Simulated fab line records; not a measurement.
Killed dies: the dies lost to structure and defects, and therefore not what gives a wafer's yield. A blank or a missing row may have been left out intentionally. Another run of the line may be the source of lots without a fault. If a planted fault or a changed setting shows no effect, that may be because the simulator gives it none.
Struck lot and sound lot, side by side | flow berkeleyCmos170 | 31 out of 331 route steps
Sound: the wafers L622.1, L622.3, L622.5. Struck: wafer L632.4. The cause is named last.
Each step with rows lists, per side, the tool, then ch with its chambers, then its first start. Under that, the readings that differ: sound wafers | struck wafers | difference of the means | sigmas: that difference in standard deviations of wafers without a fault.
alike: readings whose means differ by less than 2 such deviations, and words and numbers that are the same on both sides. not compared: withheld readings, readings that some wafer has no value for, bounds like >300 that may hide the same value, and numbers for which the record gives no deviation and whose values overlap.
A row with sigmas, a row that says differs or no value, or rows on one side alone: a step with any of these is where the two part. Numbers that don't overlap but have no deviation are shown without sigmas and don't part them. A reading that every wafer of one side lacks parts them only if that side has two wafers or more.

first, 6 steps without rows for these wafers: UCB170_V2_HMDS_06 (prime time 60 s); UCB170_V2_COAT_07 (resist thk 900 nm); UCB170_V2_SOFTBAKE_08 (time 60 s); UCB170_V2_EXPOSE_09 (exposes mask VIA2, target cd 700 nm); UCB170_V2_PEB_10; UCB170_V2_DEVELOP_11 (develop time 45 s).
UCB170_V2_CD_MEAS_12 targets a cd of 700 nm.
  sound on cdSem-01 at day 10 23:35; struck on cdSem-01 at day 13 02:10
  alike: cdNm
UCB170_V2_OVL_MEAS_13:
  sound on overlay-01 at day 10 23:42; struck on overlay-01 at day 13 02:14
  alike: V2_OVL
UCB170_V2_ETCH_14: etches SiO2 in CHF3/CF4/Ar, stops on Al, target depth 1250 nm, time 291 s.
  sound on rieDiel-01 ch 0,1,3, day 10 23:44; struck on rieDiel-02 ch 1, day 13 02:16
  alike: cf4FlowSccm, drypumpMotorCurrentA, oesProductAu, throttleValvePct
  not compared: rfHoursCounterH
UCB170_V2_STRIP_15: strips in O2.
  sound on plasmaAsher-04 ch 1, day 10 23:55; struck on plasmaAsher-02 ch 1, day 13 02:28
  alike: drypumpMotorCurrentA, oesProductAu, stripTimeToEndpointS
  not compared: rfHoursCounterH
UCB170_V2_CD_MEAS_90 targets a cd of 700 nm.
  sound on cdSem-01 at day 11 00:01; struck on cdSem-01 at day 13 02:36
  alike: cdNm
then, 1 step without rows for these wafers: UCB170_M3_PRE_CLEAN_00 (preclean etch time 60 s).
UCB170_M3_SPUTTER_01: material Al, target thk 900 nm, time 120 s.
  sound on pvdSputter-04 at day 11 00:12; struck on pvdSputter-01 at day 13 02:43
reading                              | sound             | struck | difference | sigmas
model.Al_of_M3_SPUTTER_01.thkNm (nm) | 931.9 899.2 908.2 | 1237   | +324       | 
  alike: throttleValvePct
UCB170_M3_RS_MEAS_02: the measuring method here is four-point-probe.
  sound on filmMetro-02 at day 11 00:17; struck on filmMetro-04 at day 13 02:52
reading           | sound                | struck | difference | sigmas
M3_AL_RS (ohm/sq) | 0.0310 0.0321 0.0319 | 0.0233 | -0.0084    | -19
UCB170_M3_THK_MEAS_03: measures by xrf.
  sound on filmMetro-02 at day 11 00:25; struck on filmMetro-04 at day 13 02:58
reading        | sound       | struck | difference | sigmas
M3_AL_THK (nm) | 918 881 887 | 1203   | +308       | +24
then, 3 steps without rows for these wafers: UCB170_M3_HMDS_04 (prime time 60 s); UCB170_M3_COAT_05 (resist thk 900 nm); UCB170_M3_SOFTBAKE_06 (time 60 s).
UCB170_M3_STRIP_07: strips in O2.
  sound on plasmaAsher-02 ch 0,1, day 11 00:55; struck on plasmaAsher-01 ch 0, day 13 03:55
reading                  | sound       | struck | difference | sigmas
drypumpMotorCurrentA (A) | 6.1 6.6 6.1 | 5.2    | -1.1       | -2
  alike: oesProductAu, stripTimeToEndpointS
  not compared: rfHoursCounterH
then, 7 steps without rows for these wafers: UCB170_M3_STRIP_08 (strips KrF in DMSO, time 600 s); UCB170_M3_COAT_09; UCB170_M3_COAT_10 (resist thk 900 nm); UCB170_M3_SOFTBAKE_11 (time 60 s); UCB170_M3_EXPOSE_12 (exposes mask METAL3, target cd 700 nm); UCB170_M3_PEB_13; UCB170_M3_DEVELOP_14 (develop time 45 s).
UCB170_M3_CD_MEAS_15 targets a cd of 700 nm.
  sound on cdSem-01 at day 11 02:17; struck on cdSem-01 at day 13 05:47
  alike: cdNm
UCB170_M3_OVL_MEAS_16:
  sound on overlay-01 at day 11 02:24; struck on overlay-02 at day 13 05:52
  alike: M3_OVL
UCB170_M3_ETCH_17: etches BARC in N2/H2.
  sound on rieDiel-01 ch 0,1,2, day 11 02:26; struck on rieDiel-01 ch 0, day 13 05:53
  alike: drypumpMotorCurrentA, oesProductAu, throttleValvePct
UCB170_M3_METAL_ETCH_18: etches Al in Cl2/BCl3, stops on SiO2, target depth 1170 nm, time 195 s.
  sound on rieMetal-02 ch 0,1, day 11 02:28; struck on rieMetal-03 ch 1, day 13 05:59
reading             | sound             | struck | difference | sigmas
oesProductAu (a.u.) | 0.860 0.867 0.869 | 1.021  | +0.156     | +14
  alike: drypumpMotorCurrentA, throttleValvePct
  not compared: rfHoursCounterH
UCB170_M3_STRIP_19: strips in O2.
  sound on plasmaAsher-01 ch 0,1, day 11 02:40; struck on plasmaAsher-01 ch 0, day 13 06:09
  alike: drypumpMotorCurrentA, oesProductAu
  not compared: rfHoursCounterH

== WHERE THEY PART ==
Earliest at UCB170_M3_RS_MEAS_02; latest, in this record, at UCB170_M3_METAL_ETCH_18. Later steps at which nothing parts them and some readings are alike: UCB170_M3_STRIP_19.

WHY: whatever the simulator had introduced
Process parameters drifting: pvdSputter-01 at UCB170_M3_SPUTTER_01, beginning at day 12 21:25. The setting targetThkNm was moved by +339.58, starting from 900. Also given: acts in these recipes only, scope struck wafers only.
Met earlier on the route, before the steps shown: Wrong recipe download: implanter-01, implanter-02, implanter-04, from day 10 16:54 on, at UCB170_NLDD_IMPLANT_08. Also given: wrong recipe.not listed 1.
